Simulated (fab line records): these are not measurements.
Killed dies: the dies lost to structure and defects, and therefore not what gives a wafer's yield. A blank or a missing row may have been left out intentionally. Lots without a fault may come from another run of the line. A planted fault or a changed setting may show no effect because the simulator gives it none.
fab line records	flow berkeley_cmos170
record lots=5	wafers=23
route steps=331 shown NWELL@28 PWELL@39 ACTIVE@62 PFIELD@86 SCREENOX@101 NVT@111 NLDD@167 PSD@183
start_h: hours from the record's opening day to when the first of the lot's shown wafers began	wait_h: time in hours since the lot's previous step	" unchanged from the row above	L1.1+2: a row that stands for several wafers	- no value, or no start was given	* or withheld: withheld	< > ~ a bound
route shown NAME@n: names a module that has steps shown in the file, with the first one's number in the route	usual: mean/standard deviation of fault-free wafers	same: alike in all rows	chamber/n: place in a boat	sites: per-site readings	_std_site: standard deviation across them	_edge_site: the outer-site mean with the inner-site mean subtracted	radius_mm: how far each site lies from the wafer's centre	mask NAME#n: copy n	behind: the most recent tool/chamber to have shaped the wafer	hold: the reason the lot was held/the length of the hold in hours/how it ended	device: the transistor (n, p or np) that didn't switch	end of line: tests run on the same wafers once the route is complete	for a step that has no rows: nothing shown but its recipe	killed: count of dies lost to structure and defects at first sort (not the wafer's yield)	map: a wafer's dies, marking killed ones x, the rest . and places with no die _
set.NAME: the run value of the setting; set.NAME@STEP: its run value at that earlier step	model.NAME: the simulator's own value behind a step, which no gauge read
lots run with intentionally changed settings; tables by step, rows by wafer
## steps
# step UCB170_NWELL_IMPLANT_14
# recipe species=P	dose_cm2=1e+13	energy_kev=150	tilt_deg=7
lot.wafer	tool	chamber	start_h	wait_h	set.energy_kev	model.implant.rp_nm	model.implant.drp_nm
L074.1+2+3+4+5	implanter-01	0	29.72	0.1	150	188.7	62.72
L076.1+5+6	implanter-01	0	37.42	0.1	150	187.3	62.72
L076.2+3	"	0	"	"	147.3	183.8	61.85
L079.1+2+3+5+6	implanter-01	0	52.28	0.1	150	186.1	62.72
L082.2+4+6	implanter-01	0	70.87	0.1	153.8	189	63.92
L082.3+5	"	0	"	"	150	184.2	62.72
L083.3+5+6	implanter-04	0	71.16	0.1	150	185.2	62.72
# step UCB170_PWELL_CVD_05
# recipe material=Si3N4	target_thk_nm=220	temp_c=800	precursor=SiH2Cl2/NH3	time_s=3300	pressure_mtorr=200	sih2cl2_flow_sccm=25	nh3_flow_sccm=75
lot.wafer	tool	chamber	start_h	wait_h	set.sih2cl2_flow_sccm	model.Si3N4_of_PWELL_CVD_05.thk_nm
L074.1	-	-	-	0.1	26.35	221.1
L074.2	"	-	"	"	26.35	221.5
L074.3	"	-	"	"	26.35	220.2
L074.4	"	-	"	"	26.35	222.8
L074.5	"	-	"	"	26.35	220.9
L076.1	-	-	-	0.0	28.72	225
L076.2	"	-	"	"	28.72	224.6
L076.3	"	-	"	"	28.72	223.4
L076.5	"	-	"	"	28.72	224.4
L076.6	"	-	"	"	28.72	225.8
L079.1	-	-	-	2.0	22.65	213.7
L079.2	"	-	"	"	22.65	214.5
L079.3	"	-	"	"	22.65	213.3
L079.5	"	-	"	"	22.65	212.8
L079.6	"	-	"	"	22.65	213.4
L082.2+5	-	-	-	0.0	26.96	224.3
L082.3	"	-	"	"	26.96	224.5
L082.4	"	-	"	"	26.96	223.6
L082.6	"	-	"	"	26.96	223.8
L083.3+6	lpcvd-01	0	87.47	0.0	25	222.4
L083.5	"	0	"	"	25	223.5
# step UCB170_PWELL_IMPLANT_15
# recipe species=B	dose_cm2=5e+12	energy_kev=60	tilt_deg=7
lot.wafer	tool	chamber	start_h	wait_h	set.dose_cm2
L074.1+3	implanter-03	0	43.40	0.1	5e+12
L074.2+4+5	"	0	"	"	5.297e+12
L076.1+3+6	implanter-01	0	54.82	0.1	4.797e+12
L076.2+5	"	0	"	"	5e+12
L079.1+2+3+5+6	implanter-01	0	70.14	0.1	5e+12
L082.2+3+4	implanter-01	0	85.58	0.1	5e+12
L082.5+6	"	0	"	"	4.652e+12
L083.3+5+6	implanter-01	0	92.81	0.1	5e+12
# step UCB170_PWELL_STRIP_16
# recipe chemistry=O2	power_w=400	pressure_mtorr=3500	platen_temp_c=withheld	o2_flow_sccm=400	overash_fraction=0.5
# step UCB170_PWELL_TW_MEAS_17
# usual PWELL_TW=379.7/2.4
lot.wafer	tool	chamber	start_h	wait_h	set.dose_cm2@PWELL_IMPLANT_15	PWELL_TW
L074.1	film_metro-02	-	43.65	0.1	5e+12	383.3
L074.2	"	-	"	"	5.297e+12	391.2
L074.3	"	-	"	"	5e+12	383.1
L074.4	"	-	"	"	5.297e+12	389.4
L074.5	"	-	"	"	5.297e+12	389.9
L076.1	film_metro-03	-	55.09	0.1	4.797e+12	374.8
L076.2	"	-	"	"	5e+12	378.7
L076.3	"	-	"	"	4.797e+12	375.4
L076.5	"	-	"	"	5e+12	379.3
L076.6	"	-	"	"	4.797e+12	374.7
L079.1	film_metro-04	-	70.39	0.1	5e+12	377.3
L079.2	"	-	"	"	5e+12	378.9
L079.3	"	-	"	"	5e+12	378.4
L079.5	"	-	"	"	5e+12	379.7
L079.6	"	-	"	"	5e+12	380.4
L082.2	film_metro-03	-	85.81	0.1	5e+12	374.0
L082.3	"	-	"	"	5e+12	377.6
L082.4	"	-	"	"	5e+12	375.9
L082.5	"	-	"	"	4.652e+12	366.9
L082.6	"	-	"	"	4.652e+12	369.1
L083.3	film_metro-03	-	93.03	0.1	5e+12	376.8
L083.5	"	-	"	"	5e+12	377.6
L083.6	"	-	"	"	5e+12	375.7
# step UCB170_ACTIVE_OXIDATION_02
# recipe temp_c=1000	ambient=O2	target_thk_a=264	ox_time_s=1260
lot.wafer	tool	chamber	start_h	wait_h	set.temp_c	model.SiO2_of_ACTIVE_OXIDATION_02.thk_nm
L074.1	-	-	-	2.1	976.8	20.91
L074.2	"	-	"	"	976.8	21.32
L074.3	"	-	"	"	976.8	20.98
L074.4	"	-	"	"	976.8	21.2
L074.5	"	-	"	"	976.8	21.64
L076.1	-	-	-	1.8	981.1	21.71
L076.2	"	-	"	"	981.1	22.42
L076.3	"	-	"	"	981.1	22.56
L076.5	"	-	"	"	981.1	22.36
L076.6	"	-	"	"	981.1	22.9
L079.1	-	-	-	1.9	980.7	22.17
L079.2	"	-	"	"	980.7	22.39
L079.3	"	-	"	"	980.7	21.81
L079.5	"	-	"	"	980.7	22.22
L079.6	"	-	"	"	980.7	21.78
L082.2	-	-	-	1.7	980	22.54
L082.3	"	-	"	"	980	22.19
L082.4	"	-	"	"	980	22.33
L082.5	"	-	"	"	980	22.35
L082.6	"	-	"	"	980	22.38
L083.3	furnace-03	0	110.67	1.3	1000	26.25
L083.5	"	0	"	"	1000	26.13
L083.6	"	0	"	"	1000	26.36
# step UCB170_ACTIVE_THK_MEAS_03
# recipe reads=SiO2_of_ACTIVE_OXIDATION_02
# usual ACTIVE_OXIDE_THK=26.6/0.52
lot.wafer	tool	chamber	start_h	wait_h	set.temp_c@ACTIVE_OXIDATION_02	ACTIVE_OXIDE_THK[nm]
L074.1	film_metro-01	-	-	-	976.8	20.9
L074.2	"	-	"	"	976.8	21.3
L074.3	"	-	"	"	976.8	21.0
L074.4	"	-	"	"	976.8	21.2
L074.5	"	-	"	"	976.8	21.6
L076.1	film_metro-02	-	-	-	981.1	21.7
L076.2	"	-	"	"	981.1	22.4
L076.3	"	-	"	"	981.1	22.5
L076.5	"	-	"	"	981.1	22.3
L076.6	"	-	"	"	981.1	22.9
L079.1	film_metro-02	-	-	-	980.7	22.1
L079.2	"	-	"	"	980.7	22.5
L079.3	"	-	"	"	980.7	21.8
L079.5	"	-	"	"	980.7	22.2
L079.6	"	-	"	"	980.7	21.8
L082.2	film_metro-02	-	-	-	980	22.6
L082.3	"	-	"	"	980	22.2
L082.4	"	-	"	"	980	22.3
L082.5	"	-	"	"	980	22.3
L082.6	"	-	"	"	980	22.4
L083.3	film_metro-02	-	112.04	0.0	1000	26.2
L083.5	"	-	"	"	1000	26.1
L083.6	"	-	"	"	1000	26.3
# step UCB170_ACTIVE_EXPOSE_10
# recipe mask_id=ACTIVE	target_cd_nm=1200	na=0.5	sigma_outer=0.6	source_shape=conventional	dose_mj=20
lot.wafer	tool	chamber	start_h	wait_h	mask	set.dose_mj
L074.1+2	krf_scanner-01	0	67.63	0.4	ACTIVE#0	21.05
L074.3+4+5	"	0	"	"	ACTIVE#0	20
L076.1+2+3+5+6	krf_scanner-02	0	79.06	0.3	ACTIVE#0	20
L079.1+5+6	krf_scanner-01	0	93.74	0.2	ACTIVE#0	20
L079.2+3	"	0	"	"	ACTIVE#0	20.77
L082.2+3+4+5+6	krf_scanner-01	0	110.74	0.1	ACTIVE#0	20
L083.3+5+6	krf_scanner-02	0	118.36	0.2	ACTIVE#0	20
# step UCB170_ACTIVE_PEB_11
# recipe peb_temp_c=130	peb_time_s=withheld	resist=KrF
# step UCB170_ACTIVE_DEVELOP_12
# recipe developer=TMAH	develop_time_s=45	resist=KrF	dev_temp_c=21
# step UCB170_ACTIVE_CD_MEAS_13
# recipe target_cd_nm=1200
# usual cd_nm=1200.2/1.5
lot.wafer	tool	chamber	start_h	wait_h	set.dose_mj@ACTIVE_EXPOSE_10	cd_nm
L074.1	cd_sem-01	-	68.50	-	21.05	1191.7
L074.2	"	-	"	"	21.05	1192.9
L074.3	"	-	"	"	20	1203.0
L074.4	"	-	"	"	20	1203.1
L074.5	"	-	"	"	20	1203.8
L076.1	cd_sem-02	-	79.45	-	20	1199.6
L076.2	"	-	"	"	20	1198.9
L076.3	"	-	"	"	20	1199.2
L076.5	"	-	"	"	20	1198.4
L076.6	"	-	"	"	20	1197.9
L079.1	cd_sem-02	-	94.72	-	20	1197.9
L079.2	"	-	"	"	20.77	1191.2
L079.3	"	-	"	"	20.77	1192.0
L079.5	"	-	"	"	20	1199.3
L079.6	"	-	"	"	20	1197.3
L082.2	cd_sem-02	-	111.74	-	20	1199.5
L082.3	"	-	"	"	20	1199.7
L082.4	"	-	"	"	20	1200.4
L082.5	"	-	"	"	20	1199.0
L082.6	"	-	"	"	20	1201.2
L083.3	cd_sem-01	-	119.13	-	20	1201.8
L083.5	"	-	"	"	20	1199.9
L083.6	"	-	"	"	20	1199.6
# step UCB170_ACTIVE_ETCH_15
# recipe chemistry=CH3F/Ar/O2	target=Si3N4	stop_on=SiO2	CH3F_flow_sccm=20	Ar_flow_sccm=50	O2_flow_sccm=7	pressure_mtorr=50	rf_w=450	target_depth_a=2420	over_etch_frac=0.1	time_s=151
lot.wafer	tool	chamber	start_h	wait_h	set.time_s	set.dose_mj@ACTIVE_EXPOSE_10	model.ACTIVE.cd_nm	model.KrF_of_ACTIVE_COAT_08.thk_nm
L074.1	rie_diel-04	1	68.66	0.0	151	21.05	1192	725.7
L074.2	"	0	"	"	165.6	21.05	1193	705.2
L074.3	"	2	"	"	165.6	20	1203	707.3
L074.4	"	3	"	"	151	20	1203	717.6
L074.5	"	3	"	"	151	20	1204	721.4
L076.1	rie_diel-03	3	79.61	0.0	140.6	20	1199	735.9
L076.2	"	1	"	"	151	20	1199	727.4
L076.3	"	0	"	"	140.6	20	1199	733.7
L076.5	"	3	"	"	151	20	1198	725
L076.6	"	0	"	"	151	20	1198	728
L079.1	rie_diel-02	1	94.88	0.0	151	20	1198	718.5
L079.2	"	2	"	"	151	20.77	1191	718.1
L079.3	"	3	"	"	151	20.77	1192	719.9
L079.5	"	2	"	"	151	20	1199	718.7
L079.6	"	1	"	"	151	20	1197	721.8
L082.2	rie_diel-04	2	111.87	0.0	157.9	20	1200	712.1
L082.3	"	3	"	"	157.9	20	1199	712.8
L082.4	"	1	"	"	151	20	1200	723.3
L082.5	"	1	"	"	151	20	1199	722.8
L082.6	"	0	"	"	157.9	20	1201	711.4
L083.3	rie_diel-03	1	119.25	0.0	151	20	1202	723.5
L083.5	"	2	"	"	151	20	1200	721.6
L083.6	"	1	"	"	151	20	1200	724.6
# step UCB170_ACTIVE_STRIP_16
# recipe chemistry=O2	power_w=400	pressure_mtorr=3500	platen_temp_c=withheld	o2_flow_sccm=400	overash_fraction=0.5
# usual strip_time_to_endpoint_s=18.01/0.085
lot.wafer	tool	chamber	start_h	wait_h	set.time_s@ACTIVE_ETCH_15	strip_time_to_endpoint_s
L074.1	plasma_asher-01	0	68.76	0.1	151	18.12
L074.2	"	1	"	"	165.6	17.63
L074.3	"	1	"	"	165.6	17.67
L074.4	"	0	"	"	151	17.93
L074.5	"	0	"	"	151	18.02
L076.1	plasma_asher-02	0	79.71	0.1	140.6	18.35
L076.2	"	1	"	"	151	18.16
L076.3	"	0	"	"	140.6	18.30
L076.5	"	1	"	"	151	18.10
L076.6	"	0	"	"	151	18.17
L079.1	plasma_asher-03	1	94.98	0.1	151	17.95
L079.2	"	0	"	"	151	17.92
L079.3	"	1	"	"	151	17.97
L079.5	"	1	"	"	151	17.97
L079.6	"	0	"	"	151	18.01
L082.2	plasma_asher-02	0	111.98	0.1	157.9	17.79
L082.3	"	1	"	"	157.9	17.79
L082.4	"	0	"	"	151	18.06
L082.5	"	1	"	"	151	18.04
L082.6	"	0	"	"	157.9	17.78
L083.3	plasma_asher-03	1	119.38	0.1	151	18.04
L083.5	"	1	"	"	151	18.02
L083.6	"	0	"	"	151	18.09
# step UCB170_ACTIVE_CD_MEAS_90
# recipe target_cd_nm=1200
# usual cd_nm=1200.1/1.5
lot.wafer	tool	chamber	start_h	wait_h	set.dose_mj@ACTIVE_EXPOSE_10	cd_nm
L074.1	cd_sem-01	-	68.97	0.2	21.05	1191.9
L074.2	"	-	"	"	21.05	1192.6
L074.3	"	-	"	"	20	1202.6
L074.4	"	-	"	"	20	1203.4
L074.5	"	-	"	"	20	1203.5
L076.1	cd_sem-01	-	79.81	0.1	20	1198.9
L076.2	"	-	"	"	20	1198.8
L076.3	"	-	"	"	20	1198.9
L076.5	"	-	"	"	20	1198.3
L076.6	"	-	"	"	20	1197.9
L079.1	cd_sem-02	-	95.08	0.1	20	1197.6
L079.2	"	-	"	"	20.77	1190.8
L079.3	"	-	"	"	20.77	1191.5
L079.5	"	-	"	"	20	1199.2
L079.6	"	-	"	"	20	1197.4
L082.2	cd_sem-02	-	112.10	0.1	20	1200.1
L082.3	"	-	"	"	20	1199.6
L082.4	"	-	"	"	20	1200.3
L082.5	"	-	"	"	20	1199.0
L082.6	"	-	"	"	20	1200.8
L083.3	cd_sem-02	-	119.49	0.1	20	1202.0
L083.5	"	-	"	"	20	1199.8
L083.6	"	-	"	"	20	1199.9
# step UCB170_PFIELD_IMPLANT_07
# recipe species=B	dose_cm2=2e+13	energy_kev=80	tilt_deg=7
lot.wafer	tool	chamber	start_h	wait_h	set.dose_cm2
L074.1+2+4	implanter-02	0	70.52	0.0	2e+13
L074.3+5	"	0	"	"	1.925e+13
L076.1+2+5	implanter-04	0	81.20	0.0	2e+13
L076.3+6	"	0	"	"	1.937e+13
L079.1+3+6	implanter-03	0	96.94	0.0	1.858e+13
L079.2+5	"	0	"	"	2e+13
L082.2+5	implanter-03	0	113.52	0.0	1.933e+13
L082.3+4+6	"	0	"	"	2e+13
L083.3+5+6	implanter-02	0	121.53	0.1	2e+13
# step UCB170_PFIELD_STRIP_08
# recipe chemistry=O2	power_w=400	pressure_mtorr=3500	platen_temp_c=withheld	o2_flow_sccm=400	overash_fraction=0.5
# step UCB170_PFIELD_TW_MEAS_09
# usual PFIELD_TW=605/5.5
lot.wafer	tool	chamber	start_h	wait_h	set.dose_cm2@PFIELD_IMPLANT_07	PFIELD_TW
L074.1	film_metro-01	-	70.77	0.1	2e+13	605
L074.2	"	-	"	"	2e+13	606
L074.3	"	-	"	"	1.925e+13	598
L074.4	"	-	"	"	2e+13	606
L074.5	"	-	"	"	1.925e+13	601
L076.1	film_metro-03	-	81.45	0.1	2e+13	597
L076.2	"	-	"	"	2e+13	597
L076.3	"	-	"	"	1.937e+13	593
L076.5	"	-	"	"	2e+13	598
L076.6	"	-	"	"	1.937e+13	594
L079.1	film_metro-02	-	97.19	0.1	1.858e+13	597
L079.2	"	-	"	"	2e+13	615
L079.3	"	-	"	"	1.858e+13	597
L079.5	"	-	"	"	2e+13	612
L079.6	"	-	"	"	1.858e+13	597
L082.2	film_metro-02	-	113.76	0.1	1.933e+13	604
L082.3	"	-	"	"	2e+13	613
L082.4	"	-	"	"	2e+13	612
L082.5	"	-	"	"	1.933e+13	602
L082.6	"	-	"	"	2e+13	611
L083.3	film_metro-01	-	121.75	0.1	2e+13	606
L083.5	"	-	"	"	2e+13	608
L083.6	"	-	"	"	2e+13	610
# step UCB170_SCREENOX_OXIDATION_01
# recipe temp_c=900	ambient=O2	target_thk_a=144	ox_time_s=2400
lot.wafer	tool	chamber	start_h	wait_h	set.ox_time_s	model.SiO2_of_SCREENOX_OXIDATION_01.thk_nm
L074.1	-	-	-	1.9	2569	14.83
L074.2	"	-	"	"	2569	15.09
L074.3	"	-	"	"	2569	14.98
L074.4	"	-	"	"	2569	14.85
L074.5	"	-	"	"	2569	15.02
L076.1+3	-	-	-	2.3	2240	13.49
L076.2	"	-	"	"	2240	13.44
L076.5	"	-	"	"	2240	13.39
L076.6	"	-	"	"	2240	13.56
L079.1	-	-	-	2.6	2557	15.1
L079.2+6	"	-	"	"	2557	15.15
L079.3	"	-	"	"	2557	15.01
L079.5	"	-	"	"	2557	14.96
L082.2	-	-	-	3.7	2650	15.44
L082.3	"	-	"	"	2650	15.46
L082.4	"	-	"	"	2650	15.62
L082.5	"	-	"	"	2650	15.59
L082.6	"	-	"	"	2650	15.53
L083.3	furnace-02	0	146.40	0.9	2400	14.53
L083.5	"	0	"	"	2400	14.4
L083.6	"	0	"	"	2400	14.43
# step UCB170_SCREENOX_THK_MEAS_02
# recipe reads=SiO2_of_SCREENOX_OXIDATION_01
# usual SCREENOX_OXIDE_THK=14.43/0.18
lot.wafer	tool	chamber	start_h	wait_h	set.ox_time_s@SCREENOX_OXIDATION_01	SCREENOX_OXIDE_THK[nm]
L074.1	film_metro-04	-	-	-	2569	14.82
L074.2	"	-	"	"	2569	15.10
L074.3	"	-	"	"	2569	14.96
L074.4	"	-	"	"	2569	14.82
L074.5	"	-	"	"	2569	15.03
L076.1	film_metro-04	-	-	-	2240	13.47
L076.2	"	-	"	"	2240	13.44
L076.3	"	-	"	"	2240	13.48
L076.5	"	-	"	"	2240	13.42
L076.6	"	-	"	"	2240	13.57
L079.1	film_metro-02	-	-	-	2557	15.11
L079.2	"	-	"	"	2557	15.16
L079.3	"	-	"	"	2557	15.06
L079.5	"	-	"	"	2557	14.96
L079.6	"	-	"	"	2557	15.16
L082.2	film_metro-02	-	-	-	2650	15.47
L082.3	"	-	"	"	2650	15.47
L082.4	"	-	"	"	2650	15.59
L082.5	"	-	"	"	2650	15.58
L082.6	"	-	"	"	2650	15.52
L083.3	film_metro-01	-	148.08	0.0	2400	14.58
L083.5	"	-	"	"	2400	14.41
L083.6	"	-	"	"	2400	14.46
# step UCB170_NVT_IMPLANT_07
# recipe species=BF2	dose_cm2=3e+12	energy_kev=50	tilt_deg=7
lot.wafer	tool	chamber	start_h	wait_h	set.energy_kev	model.implant.rp_nm	model.implant.drp_nm
L074.1+3+4	implanter-04	0	95.03	0.0	50	35.78	18.57
L074.2+5	"	0	"	"	51.6	36.91	19
L076.1+2+6	implanter-03	0	105.16	0.0	48.36	35.46	18.13
L076.3+5	"	0	"	"	50	36.65	18.57
L079.1+3	implanter-04	0	124.92	0.0	52.21	37.86	19.16
L079.2+5+6	"	0	"	"	50	36.27	18.57
L082.2+3+5	implanter-01	0	143.03	0.0	47.76	35.96	17.97
L082.4+6	"	0	"	"	50	37.63	18.57
L083.3+5+6	implanter-04	0	151.98	0.1	50	37.02	18.57
# step UCB170_NLDD_IMPLANT_09
# recipe species=As	dose_cm2=5e+13	energy_kev=30	tilt_deg=7	rotation_deg=180
lot.wafer	tool	chamber	start_h	wait_h	set.energy_kev	model.implant.rp_nm	model.implant.drp_nm
L074.1+5	implanter-04	0	113.49	0.1	28.24	21.31	9.198
L074.2+3+4	"	0	"	"	30	22.31	9.611
L076.1+2+3+5+6	implanter-04	0	125.37	0.1	30	21.22	9.611
L079.1+2+3+5+6	implanter-03	0	142.76	0.1	30	22.79	9.611
L082.2+4+5	implanter-02	0	160.68	0.1	30	21.37	9.611
L082.3+6	"	0	"	"	31.63	22.25	9.992
L083.3+5+6	implanter-03	0	171.12	0.1	30	21.93	9.611
# step UCB170_PSD_IMPLANT_08
# recipe species=B	dose_cm2=3e+15	energy_kev=20	tilt_deg=7
lot.wafer	tool	chamber	start_h	wait_h	set.dose_cm2
L074.1+2+3	implanter-01	0	118.97	0.0	3e+15
L074.4+5	"	0	"	"	2.884e+15
L076.1+3	implanter-01	0	133.21	0.0	3e+15
L076.2+5+6	"	0	"	"	2.804e+15
L079.1+2+5	implanter-01	0	149.25	0.0	2.928e+15
L079.3+6	"	0	"	"	3e+15
L082.2+3+4	implanter-01	0	166.21	0.0	3e+15
L082.5+6	"	0	"	"	3.215e+15
L083.3+5+6	implanter-03	0	177.55	0.1	3e+15
# step UCB170_PSD_STRIP_09
# recipe chemistry=O2	power_w=400	pressure_mtorr=3500	platen_temp_c=withheld	o2_flow_sccm=400	overash_fraction=0.5
# usual strip_time_to_endpoint_s=29.40/0.059
lot.wafer	tool	chamber	start_h	wait_h	set.dose_cm2@PSD_IMPLANT_08	strip_time_to_endpoint_s
L074.1	plasma_asher-03	1	119.12	0.1	3e+15	29.40
L074.2	"	0	"	"	3e+15	29.46
L074.3	"	1	"	"	3e+15	29.47
L074.4	"	0	"	"	2.884e+15	29.05
L074.5	"	0	"	"	2.884e+15	29.07
L076.1	plasma_asher-04	0	133.36	0.1	3e+15	29.46
L076.2	"	1	"	"	2.804e+15	28.66
L076.3	"	1	"	"	3e+15	29.44
L076.5	"	0	"	"	2.804e+15	28.71
L076.6	"	1	"	"	2.804e+15	28.73
L079.1	plasma_asher-03	1	149.40	0.1	2.928e+15	29.10
L079.2	"	0	"	"	2.928e+15	29.11
L079.3	"	0	"	"	3e+15	29.39
L079.5	"	0	"	"	2.928e+15	29.13
L079.6	"	1	"	"	3e+15	29.42
L082.2	plasma_asher-04	0	166.33	0.1	3e+15	29.42
L082.3	"	1	"	"	3e+15	29.46
L082.4	"	0	"	"	3e+15	29.47
L082.5	"	0	"	"	3.215e+15	30.20
L082.6	"	1	"	"	3.215e+15	30.21
L083.3	plasma_asher-03	1	177.68	0.1	3e+15	29.44
L083.5	"	1	"	"	3e+15	29.45
L083.6	"	0	"	"	3e+15	29.40
# step UCB170_PSD_TW_MEAS_10
# usual PSD_TW=2351/13
lot.wafer	tool	chamber	start_h	wait_h	set.dose_cm2@PSD_IMPLANT_08	PSD_TW
L074.1	film_metro-02	-	119.22	0.1	3e+15	2358
L074.2	"	-	"	"	3e+15	2364
L074.3	"	-	"	"	3e+15	2354
L074.4	"	-	"	"	2.884e+15	2347
L074.5	"	-	"	"	2.884e+15	2322
L076.1	film_metro-01	-	133.46	0.1	3e+15	2331
L076.2	"	-	"	"	2.804e+15	2291
L076.3	"	-	"	"	3e+15	2356
L076.5	"	-	"	"	2.804e+15	2302
L076.6	"	-	"	"	2.804e+15	2299
L079.1	film_metro-04	-	149.50	0.1	2.928e+15	2328
L079.2	"	-	"	"	2.928e+15	2319
L079.3	"	-	"	"	3e+15	2349
L079.5	"	-	"	"	2.928e+15	2332
L079.6	"	-	"	"	3e+15	2345
L082.2	film_metro-02	-	166.44	0.1	3e+15	2369
L082.3	"	-	"	"	3e+15	2363
L082.4	"	-	"	"	3e+15	2343
L082.5	"	-	"	"	3.215e+15	2408
L082.6	"	-	"	"	3.215e+15	2407
L083.3	film_metro-04	-	177.77	0.1	3e+15	2332
L083.5	"	-	"	"	3e+15	2319
L083.6	"	-	"	"	3e+15	2328
## key
split step=UCB170_NWELL_IMPLANT_14	setting=energy_kev	stated=150	by=wafer
response step=UCB170_NWELL_IMPLANT_14	reading=model.implant.rp_nm	change=+1.93	per=1%	r=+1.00
response step=UCB170_NWELL_IMPLANT_14	reading=model.implant.drp_nm	change=+0.477	per=1%	r=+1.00
split step=UCB170_PWELL_CVD_05	setting=sih2cl2_flow_sccm	stated=25	by=lot
response step=UCB170_PWELL_CVD_05	reading=model.Si3N4_of_PWELL_CVD_05.thk_nm	change=+0.456	per=1%	r=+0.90
split step=UCB170_PWELL_IMPLANT_15	setting=dose_cm2	stated=5e+12	by=wafer
response step=UCB170_PWELL_TW_MEAS_17	reading=PWELL_TW	change=+1.12	per=1%	r=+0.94
split step=UCB170_ACTIVE_OXIDATION_02	setting=temp_c	stated=1000	by=lot
response step=UCB170_ACTIVE_OXIDATION_02	reading=model.SiO2_of_ACTIVE_OXIDATION_02.thk_nm	change=+2.11	per=1%	r=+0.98
response step=UCB170_ACTIVE_THK_MEAS_03	reading=ACTIVE_OXIDE_THK	change=+2.11	per=1%	r=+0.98
split step=UCB170_ACTIVE_EXPOSE_10	setting=dose_mj	stated=20	by=wafer
response step=UCB170_ACTIVE_CD_MEAS_13	reading=cd_nm	change=-1.96	per=1%	r=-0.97
response step=UCB170_ACTIVE_ETCH_15	reading=model.ACTIVE.cd_nm	change=-1.95	per=1%	r=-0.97
response step=UCB170_ACTIVE_CD_MEAS_90	reading=cd_nm	change=-1.98	per=1%	r=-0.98
split step=UCB170_ACTIVE_ETCH_15	setting=time_s	stated=151	by=wafer
response step=UCB170_ACTIVE_ETCH_15	reading=model.KrF_of_ACTIVE_COAT_08.thk_nm	change=-1.56	per=1%	r=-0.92
response step=UCB170_ACTIVE_STRIP_16	reading=strip_time_to_endpoint_s	change=*	per=1%	r=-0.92
split step=UCB170_PFIELD_IMPLANT_07	setting=dose_cm2	stated=2e+13	by=wafer
response step=UCB170_PFIELD_TW_MEAS_09	reading=PFIELD_TW	change=+2.11	per=1%	r=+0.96
split step=UCB170_SCREENOX_OXIDATION_01	setting=ox_time_s	stated=2400	by=lot
response step=UCB170_SCREENOX_OXIDATION_01	reading=model.SiO2_of_SCREENOX_OXIDATION_01.thk_nm	change=+0.115	per=1%	r=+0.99
response step=UCB170_SCREENOX_THK_MEAS_02	reading=SCREENOX_OXIDE_THK	change=+0.115	per=1%	r=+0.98
split step=UCB170_NVT_IMPLANT_07	setting=energy_kev	stated=50	by=wafer
response step=UCB170_NVT_IMPLANT_07	reading=model.implant.rp_nm	change=+0.363	per=1%	r=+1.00
response step=UCB170_NVT_IMPLANT_07	reading=model.implant.drp_nm	change=+0.134	per=1%	r=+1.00
split step=UCB170_NLDD_IMPLANT_09	setting=energy_kev	stated=30	by=wafer
response step=UCB170_NLDD_IMPLANT_09	reading=model.implant.rp_nm	change=+0.167	per=1%	r=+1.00
response step=UCB170_NLDD_IMPLANT_09	reading=model.implant.drp_nm	change=+0.0702	per=1%	r=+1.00
split step=UCB170_PSD_IMPLANT_08	setting=dose_cm2	stated=3e+15	by=wafer
response step=UCB170_PSD_STRIP_09	reading=strip_time_to_endpoint_s	change=*	per=1%	r=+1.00
response step=UCB170_PSD_TW_MEAS_10	reading=PSD_TW	change=+6.96	per=1%	r=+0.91
